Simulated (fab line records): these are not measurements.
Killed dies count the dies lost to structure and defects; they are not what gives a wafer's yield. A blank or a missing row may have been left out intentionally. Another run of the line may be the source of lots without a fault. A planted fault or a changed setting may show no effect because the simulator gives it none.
fab line records | flow ritCmos
record lots=6 wafers=18 lastDay=7
route steps=202 shown FOX2@24 NWELL@28 PWELL@39 WELLDRIVE@50 M1@202
lots that met no fault: taken from a fault-free run of the same line
startH: the number of hours between the record's first day and the start of the first shown wafer of the lot | waitH: hours from the lot's prior step to this one | " identical to the entry in the row above | L1.1+2: several wafers, shown together as one row | - no value, or no start was given | * or withheld: withheld | < > ~ a bound
route shown NAME@n: a module of which the file shows steps, and the number in the route of the first | usual: average and standard deviation across the fault-free wafers | same: alike in all rows | chamber/n: place in a boat | sites: per-site readings | _std_site: the values' standard deviation | _edge_site: inner sites' mean taken away from outer sites' mean | radiusMm: for every site, how far away it sits from the centre of the wafer | mask NAME#n: copy n | behind: the most recent tool/chamber to have shaped the wafer | hold: what put the lot on hold/how long, in hours/how the hold closed | device: the n, p or np transistor that did not switch | end of line: tests run on the same wafers once the route is complete | where a step has no rows: the recipe by itself | killed: dies lost to structure and defects at the first sort, not the wafer's yield | map: dies across one wafer; x = killed, . = not, _ = none there
set.NAME: the setting that was run; set.NAME@STEP: the one run at that earlier step | model.NAME: the simulator's own value behind a step, which no gauge read
lots at some steps of the route; a table a step, a row a wafer
services: when a tool's chamber went out of use (startH, in hours from the record's first day, below 0 if earlier), for how many hours, and the reason
## steps
# step RIT_FOX2_THK_MEAS_01
# recipe reads=SiO2_of_FOX2_OXIDATION_00
# usual FOX2_OXIDE_THK=352/5.9
# columns lot.wafer tool chamber startH waitH FOX2_OXIDE_THK[nm]
L889.2 filmMetro-01 - 35.90 0.0 355
L889.3 " - " " 355
L889.5 " - " " 354
L895.3 filmMetro-01 - 64.31 0.0 355
L895.5 " - " " 361
L895.6 " - " " 354
L896.1 filmMetro-03 - 68.46 0.0 363
L896.5 " - " " 368
L896.6 " - " " 361
L898.1 filmMetro-03 - 78.31 0.0 350
L898.3 " - " " 354
L898.6 " - " " 349
L908.3 filmMetro-04 - 128.39 0.0 348
L908.4 " - " " 347
L908.5 " - " " 345
L909.1 filmMetro-03 - 134.76 0.0 347
L909.3 " - " " 351
L909.6 " - " " 346
# step RIT_FOX2_CLEAN_02
# recipe chemistry=dHF dilution=50:1 timeS=180
# step RIT_FOX2_WET_ETCH_03
# recipe chemistry=H3PO4 target=Si3N4 targetDepthNm=195 tempC=165 timeS=2700
# step RIT_FOX2_THK_MEAS_90
# recipe reads=SiO2_of_FOX2_OXIDATION_00
# usual FIELD_OXIDE_LEFT_1_THK=324/5.8
# columns lot.wafer tool chamber startH waitH FIELD_OXIDE_LEFT_1_THK[nm]
L889.2 filmMetro-03 - 36.78 0.0 326
L889.3 " - " " 328
L889.5 " - " " 326
L895.3 filmMetro-03 - 65.18 0.0 328
L895.5 " - " " 334
L895.6 " - " " 326
L896.1 filmMetro-03 - 69.41 0.0 336
L896.5 " - " " 341
L896.6 " - " " 334
L898.1 filmMetro-04 - 79.26 0.0 323
L898.3 " - " " 327
L898.6 " - " " 323
L908.3 filmMetro-03 - 129.32 0.0 320
L908.4 " - " " 320
L908.5 " - " " 317
L909.1 filmMetro-01 - 135.64 0.0 320
L909.3 " - " " 323
L909.6 " - " " 319
# step RIT_NWELL_HMDS_00
# recipe primeTimeS=60 primeTempC=140
# step RIT_NWELL_COAT_01
# recipe resist=NOVOLAK spinRpm=2000 resistThkNm=1300
# step RIT_NWELL_SOFTBAKE_02
# recipe resist=NOVOLAK tempC=90 timeS=60
# step RIT_NWELL_EXPOSE_03
# recipe maskId=M2 na=0.57 targetCdNm=43900 doseMj=250
# step RIT_NWELL_PEB_04
# recipe resist=NOVOLAK tempC=withheld timeS=withheld
# step RIT_NWELL_DEVELOP_05
# recipe resist=NOVOLAK developTimeS=68 devTempC=23
# step RIT_NWELL_OVL_MEAS_06
# usual NWELL_OVL=0.9/1.5
# columns lot.wafer tool chamber startH waitH NWELL_OVL[nm]
L889.2 overlay-01 - 37.85 - 3.1
L889.3 " - " " 1.7
L889.5 " - " " 1.8
L895.3 overlay-01 - 66.11 - 2.2
L895.5 " - " " 0.9
L895.6 " - " " 1.6
L896.1 overlay-02 - 70.35 - 3.0
L896.5 " - " " 1.4
L896.6 " - " " 1.6
L898.1 overlay-01 - 80.20 - 2.2
L898.3 " - " " 2.1
L898.6 " - " " 2.2
L908.3 overlay-02 - 130.38 - 1.0
L908.4 " - " " 1.6
L908.5 " - " " 1.9
L909.1 overlay-02 - 136.82 - 2.7
L909.3 " - " " -0.2
L909.6 " - " " 0.7
# step RIT_NWELL_HARDBAKE_07
# recipe resist=NOVOLAK tempC=140 timeS=120
# step RIT_NWELL_IMPLANT_08
# recipe species=P energyKev=170 doseCm2=5e+13 tiltDeg=7
# usual beamOnS=9.99/0.22 faradayCurrentUA=159/3.4
# columns lot.wafer tool chamber startH waitH beamOnS faradayCurrentUA
L889.2 implanter-01 0 38.16 0.2 9.83 161
L889.3 " 0 " " 9.90 160
L889.5 " 0 " " 9.68 164
L895.3 implanter-03 0 66.44 0.2 10.25 155
L895.5 " 0 " " 10.19 156
L895.6 " 0 " " 10.13 157
L896.1 implanter-01 0 70.64 0.2 7.75 205
L896.5 " 0 " " 7.74 205
L896.6 " 0 " " 7.99 198
L898.1 implanter-01 0 80.48 0.2 8.33 191
L898.3 " 0 " " 8.44 188
L898.6 " 0 " " 7.88 201
L908.3 implanter-03 0 130.70 0.2 10.22 155
L908.4 " 0 " " 9.91 160
L908.5 " 0 " " 10.01 158
L909.1 implanter-01 0 137.11 0.2 9.97 159
L909.3 " 0 " " 10.45 152
L909.6 " 0 " " 10.02 159
# step RIT_NWELL_STRIP_09
# recipe chemistry=O2 timeS=180 resist=NOVOLAK platenTempC=withheld powerW=500 pressureMtorr=4000 o2FlowSccm=4000
# usual chamberPressureMTorr=3999/3.7 drypumpMotorCurrentA=5.4/0.52 rfReflPowerW=6.3/1.7
# columns lot.wafer tool chamber startH waitH chamberPressureMTorr drypumpMotorCurrentA rfHoursCounterH rfReflPowerW
L889.2 plasmaAsher-03 0 38.28 0.1 3994 5.8 41 4.9
L889.3 " 1 " " 3997 4.8 - 8.9
L889.5 " 1 " " 3999 4.8 - 8.6
L895.3 plasmaAsher-03 0 66.60 0.1 3996 5.8 - 5.0
L895.5 " 0 " " 3994 5.8 - 4.8
L895.6 " 1 " " 3998 4.8 - 8.5
L896.1 plasmaAsher-02 0 70.79 0.1 3997 6.1 26 4.7
L896.5 " 0 " " 4001 6.1 - 4.4
L896.6 " 1 " " 3996 4.9 - 5.6
L898.1 plasmaAsher-02 0 80.63 0.1 4000 6.1 27 4.6
L898.3 " 1 " " 4000 4.9 - 5.7
L898.6 " 0 " " 3999 6.1 - 4.2
L908.3 plasmaAsher-03 0 130.86 0.1 4002 5.8 - 4.8
L908.4 " 1 " " 3997 4.8 - 8.9
L908.5 " 0 " " 4000 5.8 - 5.1
L909.1 plasmaAsher-02 1 137.26 0.1 3999 4.9 33 5.4
L909.3 " 0 " " 4007 6.1 - 4.4
L909.6 " 1 " " 4002 4.9 - 5.8
# step RIT_NWELL_TW_MEAS_10
# usual NWELL_TW=2163/10
# columns lot.wafer tool chamber startH waitH NWELL_TW
L889.2 filmMetro-02 - 38.47 0.1 2168
L889.3 " - " " 2165
L889.5 " - " " 2154
L895.3 filmMetro-03 - 66.73 0.1 2181
L895.5 " - " " 2191
L895.6 " - " " 2184
L896.1 filmMetro-03 - 70.96 0.1 2011
L896.5 " - " " 2016
L896.6 " - " " 2021
L898.1 filmMetro-02 - 80.81 0.1 1999
L898.3 " - " " 2008
L898.6 " - " " 1999
L908.3 filmMetro-04 - 131.00 0.1 2161
L908.4 " - " " 2156
L908.5 " - " " 2158
L909.1 filmMetro-02 - 137.43 0.1 2166
L909.3 " - " " 2166
L909.6 " - " " 2161
# step RIT_PWELL_HMDS_00
# recipe primeTimeS=60 primeTempC=140
# step RIT_PWELL_COAT_01
# recipe resist=NOVOLAK spinRpm=2000 resistThkNm=1300
# step RIT_PWELL_SOFTBAKE_02
# recipe resist=NOVOLAK tempC=90 timeS=60
# step RIT_PWELL_EXPOSE_03
# recipe maskId=M3 na=0.57 targetCdNm=43700 doseMj=250
# step RIT_PWELL_PEB_04
# recipe resist=NOVOLAK tempC=withheld timeS=withheld
# step RIT_PWELL_DEVELOP_05
# recipe resist=NOVOLAK developTimeS=68 devTempC=23
# step RIT_PWELL_OVL_MEAS_06
# usual PWELL_OVL=-0.2/1.1
# columns lot.wafer tool chamber startH waitH PWELL_OVL[nm]
L889.2 overlay-01 - 39.53 - 0.3
L889.3 " - " " -0.6
L889.5 " - " " 0.2
L895.3 overlay-01 - 67.67 - -2.4
L895.5 " - " " -1.4
L895.6 " - " " -0.5
L896.1 overlay-02 - 71.90 - -1.5
L896.5 " - " " -1.1
L896.6 " - " " -0.4
L898.1 overlay-02 - 81.96 - -2.3
L898.3 " - " " -0.9
L898.6 " - " " -0.9
L908.3 overlay-02 - 132.10 - -0.8
L908.4 " - " " -0.4
L908.5 " - " " -0.9
L909.1 overlay-02 - 138.37 - 1.3
L909.3 " - " " -0.9
L909.6 " - " " 1.2
# step RIT_PWELL_HARDBAKE_07
# recipe resist=NOVOLAK tempC=140 timeS=120
# step RIT_PWELL_IMPLANT_08
# recipe species=B energyKev=170 doseCm2=7e+13 tiltDeg=7
# step RIT_PWELL_STRIP_09
# recipe chemistry=O2 timeS=180 resist=NOVOLAK platenTempC=withheld powerW=500 pressureMtorr=4000 o2FlowSccm=4000
# usual chamberPressureMTorr=4000/3.9 drypumpMotorCurrentA=5.6/0.53 rfReflPowerW=5.7/1.1
# columns lot.wafer tool chamber startH waitH chamberPressureMTorr drypumpMotorCurrentA rfHoursCounterH rfReflPowerW
L889.2 plasmaAsher-03 1 40.13 0.1 4002 4.8 41 8.4
L889.3 " 0 " " 3997 5.8 - 4.7
L889.5 " 1 " " 4000 4.8 - 8.5
L895.3 plasmaAsher-03 0 68.16 0.1 4003 5.8 - 4.5
L895.5 " 0 " " 3997 5.8 - 4.8
L895.6 " 1 " " 4003 4.8 - 8.6
L896.1 plasmaAsher-02 1 72.34 0.1 4000 4.9 26 5.8
L896.5 " 0 " " 3999 6.1 - 4.6
L896.6 " 1 " " 3997 4.9 - 5.7
L898.1 plasmaAsher-01 0 82.39 0.1 4000 5.4 45 6.5
L898.3 " 0 " " 4005 5.4 - 6.2
L898.6 " 0 " " 4001 5.4 - 6.3
L908.3 plasmaAsher-02 1 132.58 0.1 3998 4.9 - 5.5
L908.4 " 0 " " 4002 6.1 - 4.6
L908.5 " 1 " " 3997 4.9 - 5.7
L909.1 plasmaAsher-02 1 138.81 0.1 4001 4.9 34 5.6
L909.3 " 1 " " 4000 4.9 - 5.6
L909.6 " 1 " " 3993 4.9 - 5.6
# step RIT_PWELL_TW_MEAS_10
# usual PWELL_TW=960/4.1
# columns lot.wafer tool chamber startH waitH PWELL_TW
L889.2 filmMetro-02 - 40.31 0.1 961
L889.3 " - " " 961
L889.5 " - " " 960
L895.3 filmMetro-02 - 68.30 0.1 959
L895.5 " - " " 955
L895.6 " - " " 958
L896.1 filmMetro-03 - 72.51 0.1 964
L896.5 " - " " 957
L896.6 " - " " 961
L898.1 filmMetro-03 - 82.57 0.1 955
L898.3 " - " " 961
L898.6 " - " " 963
L908.3 filmMetro-02 - 132.72 0.1 953
L908.4 " - " " 962
L908.5 " - " " 956
L909.1 filmMetro-02 - 138.99 0.1 963
L909.3 " - " " 961
L909.6 " - " " 955
# step RIT_WELLDRIVE_ANNEAL_00
# recipe tempC=1100 timeS=14700 ambient=N2
# step RIT_WELLDRIVE_RS_MEAS_01
# recipe thkMeasGauge=four-point-probe
# usual NWELL_RS=275.5/0.85
# columns lot.wafer tool chamber startH waitH NWELL_RS[ohm/sq]
L889.2 filmMetro-03 - 46.89 0.0 274.9
L889.3 " - " " 275.0
L889.5 " - " " 275.1
L895.3 filmMetro-02 - 73.46 0.0 274.5
L895.5 " - " " 274.8
L895.6 " - " " 275.7
L896.1 filmMetro-02 - 77.66 0.0 316.9
L896.5 " - " " 317.4
L896.6 " - " " 318.3
L898.1 filmMetro-04 - 87.71 0.0 318.5
L898.3 " - " " 319.0
L898.6 " - " " 319.0
L908.3 filmMetro-03 - 137.88 0.0 275.7
L908.4 " - " " 275.0
L908.5 " - " " 275.1
L909.1 filmMetro-02 - 144.13 0.0 275.0
L909.3 " - " " 274.8
L909.6 " - " " 276.3
# step RIT_WELLDRIVE_RS_MEAS_02
# recipe thkMeasGauge=four-point-probe
# usual PWELL_RS=429.6/1.3
# columns lot.wafer tool chamber startH waitH PWELL_RS[ohm/sq]
L889.2 filmMetro-03 - 47.01 0.1 429.1
L889.3 " - " " 428.2
L889.5 " - " " 429.3
L895.3 filmMetro-02 - 73.58 0.1 429.1
L895.5 " - " " 428.2
L895.6 " - " " 429.5
L896.1 filmMetro-02 - 77.78 0.1 429.3
L896.5 " - " " 429.4
L896.6 " - " " 428.3
L898.1 filmMetro-04 - 87.83 0.1 429.2
L898.3 " - " " 431.0
L898.6 " - " " 430.8
L908.3 filmMetro-03 - 138.00 0.1 429.8
L908.4 " - " " 429.9
L908.5 " - " " 429.9
L909.1 filmMetro-02 - 144.25 0.1 431.0
L909.3 " - " " 431.7
L909.6 " - " " 430.7
# step RIT_M1_PROBE_99
# usual killedAtContacts=0.1/0.32 killedAtFrontEnd=7/3 killedDies=7/3 killedOpen=3.4/2.2 killedShort=3.3/1.8
# same grossDies=264 killed_at_M0_to_M3=0 killed_at_M4_up=0 killedAtBackSide=0 killedAtOther=0
# columns lot.wafer tool chamber startH waitH killedAtContacts killedAtFrontEnd killedDies killedOpen killedShort model.etest.nwellPinched.rsOhmSq model.etest.wellEdgeRight.lineOhmUm model.etest.wellEdgeLeft.lineOhmUm model.etest.pmos_0p3.driveUaUm model.etest.pmosNarrow.driveUaUm model.etest.fieldPMetal.vtV model.etest.fieldP.vtV model.etest.isoNwellNwell.bvV
L889.2 prober-02 - 76.34 0.1 0 5 5 3 2 335.4 185.3 179 98.58 98.88 -28.55 -12.55 22.53
L889.3 prober-02 - 76.39 0.2 0 3 3 0 3 333.3 183 180.1 100.8 99.22 -28.99 -12.55 21.98
L889.5 prober-02 - 76.49 0.2 1 3 4 1 3 337.3 183.8 181.2 97.33 97.97 -29.07 -12.56 22.38
L895.3 prober-02 - 104.71 0.2 0 6 6 5 1 339.8 181 183.3 100.4 102.2 -28.84 -12.5 22.19
L895.5 prober-02 - 104.81 0.2 0 6 6 4 2 337.2 182.5 181.5 99.88 100.7 -28.7 -12.57 22.27
L895.6 prober-02 - 104.86 0.2 0 6 6 4 2 334.7 180.7 184.5 102.4 103.7 -28.99 -12.38 22.47
L896.1 prober-01 - 106.70 0.1 0 4 4 0 4 397.7 216.8 214.6 108.6 104.5 -26.48 -11.76 23.45
L896.5 prober-01 - 106.90 0.2 0 4 4 2 2 395.7 216.2 212.9 105.8 103.3 -27.04 -11.78 23.36
L896.6 prober-01 - 106.95 0.2 1 3 4 2 2 396.4 218.7 215.8 108.5 108.4 -27.13 -11.89 23.13
L898.1 prober-01 - 119.51 0.1 0 9 9 6 3 398.5 215.8 214.5 111.6 109.1 -25.98 -11.26 23.29
L898.3 prober-01 - 119.61 0.2 0 10 10 7 3 402.1 216.9 216.9 111.1 107.8 -25.87 -11.27 23.34
L898.6 prober-01 - 119.76 0.2 0 9 9 4 5 402 216.3 218.4 112.6 109.9 -26 -11.23 23.1
L908.3 prober-01 - 165.86 0.2 0 5 5 2 3 339.1 181.9 182.8 102 102.8 -29.78 -12.96 22.04
L908.4 prober-01 - 165.91 0.2 0 9 9 4 5 334.7 180 181.7 104.5 104.8 -30.48 -12.96 21.87
L908.5 prober-01 - 165.96 0.2 0 6 6 2 4 336.4 181.4 181.1 102.9 105.1 -30.4 -13.1 21.88
L909.1 prober-02 - 173.62 0.1 0 11 11 1 10 339.3 182.3 182.1 97.19 98.46 -28.51 -12.45 22.3
L909.3 prober-02 - 173.72 0.2 0 5 5 4 1 335.6 182.3 182.3 96.6 98.56 -28.52 -12.41 22.09
L909.6 prober-02 - 173.87 0.2 0 5 5 4 1 343.8 184.9 183.8 97.42 100.5 -28.79 -12.41 21.87
# killed by level:class
L889.2 FOX1:geometricParticle:short=1 GATE:geometricParticle:open=1 REOX:geometricParticle:short=1 SPACER:geometricParticle:open=1 SILICIDE:geometricParticle:open=1
L889.3 FOX1:geometricParticle:short=1 GATE:geometricParticle:short=1 SPACER:geometricParticle:short=1
L889.5 FOX2:geometricParticle:short=1 GATE:geometricParticle:short=1 SPACER:geometricParticle:short=1 CONTACT:geometricParticle:open=1
L895.3 GATE:geometricParticle:open=2 REOX:geometricParticle:open=2 FOX2:geometricParticle:open=1 SILICIDE:geometricParticle:short=1
L895.5 SPACER:geometricParticle:open=2 FOX1:geometricParticle:open=1 GATE:geometricParticle:short=1 GATE:geometricParticle:open=1 SPACER:geometricParticle:short=1
L895.6 FOX1:geometricParticle:open=1 GATE:geometricParticle:short=1 REOX:geometricParticle:open=1 REOX:geometricParticle:short=1 SPACER:geometricParticle:open=1 SILICIDE:geometricParticle:open=1
L896.1 GATE:geometricParticle:short=2 FOX2:geometricParticle:short=1 SILICIDE:geometricParticle:short=1
L896.5 FOX2:geometricParticle:open=2 FOX1:geometricParticle:short=1 SILICIDE:geometricParticle:short=1
L896.6 REOX:geometricParticle:open=2 SPACER:geometricParticle:short=1 CONTACT:geometricParticle:short=1
L898.1 FOX2:geometricParticle:open=3 GATE:geometricParticle:short=3 GATE:geometricParticle:open=2 FOX1:geometricParticle:open=1
L898.3 FOX2:geometricParticle:open=3 SILICIDE:geometricParticle:open=2 FOX1:geometricParticle:short=1 FOX2:geometricParticle:short=1 GATE:geometricParticle:open=1 GATE:geometricParticle:short=1 SPACER:geometricParticle:open=1
L898.6 GATE:geometricParticle:short=4 SILICIDE:geometricParticle:open=2 REOX:geometricParticle:short=1 FOX1:geometricParticle:open=1 GATE:geometricParticle:open=1
L908.3 FOX1:geometricParticle:short=3 FOX1:geometricParticle:open=1 GATE:geometricParticle:open=1
L908.4 REOX:geometricParticle:open=2 SILICIDE:geometricParticle:short=2 FOX1:geometricParticle:open=1 FOX1:geometricParticle:short=1 GATE:geometricParticle:short=1 REOX:geometricParticle:short=1 SILICIDE:geometricParticle:open=1
L908.5 GATE:geometricParticle:short=2 REOX:geometricParticle:short=1 SPACER:geometricParticle:open=1 SILICIDE:geometricParticle:open=1 SILICIDE:geometricParticle:short=1
L909.1 GATE:geometricParticle:short=4 FOX2:geometricParticle:short=2 SPACER:geometricParticle:short=2 GATE:geometricParticle:open=1 REOX:geometricParticle:short=1 SILICIDE:geometricParticle:short=1
L909.3 GATE:geometricParticle:open=3 REOX:geometricParticle:short=1 SILICIDE:geometricParticle:open=1
L909.6 GATE:geometricParticle:open=2 REOX:geometricParticle:open=1 REOX:geometricParticle:short=1 SILICIDE:geometricParticle:open=1
## services
# columns tool chamber startH hours kind
plasmaAsher-02 - 24.19 15.5 repair
## key
firstSign step=RIT_NWELL_IMPLANT_08 reading=faradayCurrentUA direction=up sigmas=11 usual=159 struck=198
effect step=RIT_NWELL_IMPLANT_08 reading=beamOnS direction=down sigmas=8.9 usual=9.99 struck=8.02
effect step=RIT_NWELL_TW_MEAS_10 reading=NWELL_TW direction=down sigmas=15 usual=2163 struck=2009
effect step=RIT_WELLDRIVE_RS_MEAS_01 reading=NWELL_RS direction=up sigmas=50 usual=275.5 struck=318.2
modelEffect step=RIT_M1_PROBE_99 value=etest.nwellPinched.rsOhmSq without=343.4 struck=398.7
metAt RIT_NWELL_IMPLANT_08
struckWafers L896.1,L896.5,L896.6,L898.1,L898.3,L898.6
testerLeftOut L896,L898
onsetBetween 38.16 70.64
fault kind=processParameterDrift tool=implanter-01 chamber=- onsetH=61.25 steps=RIT_NWELL_IMPLANT_08 channel=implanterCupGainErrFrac offset=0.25 shape=step endH=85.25
# testerLeftOut: of these lots the tester's yield and bins aren't shown, on N5 and GAA mostly nor the transistor test; their killed dies are dies lost to structure and defects alone, not to doping, threshold or leakage, so they don't give the yield
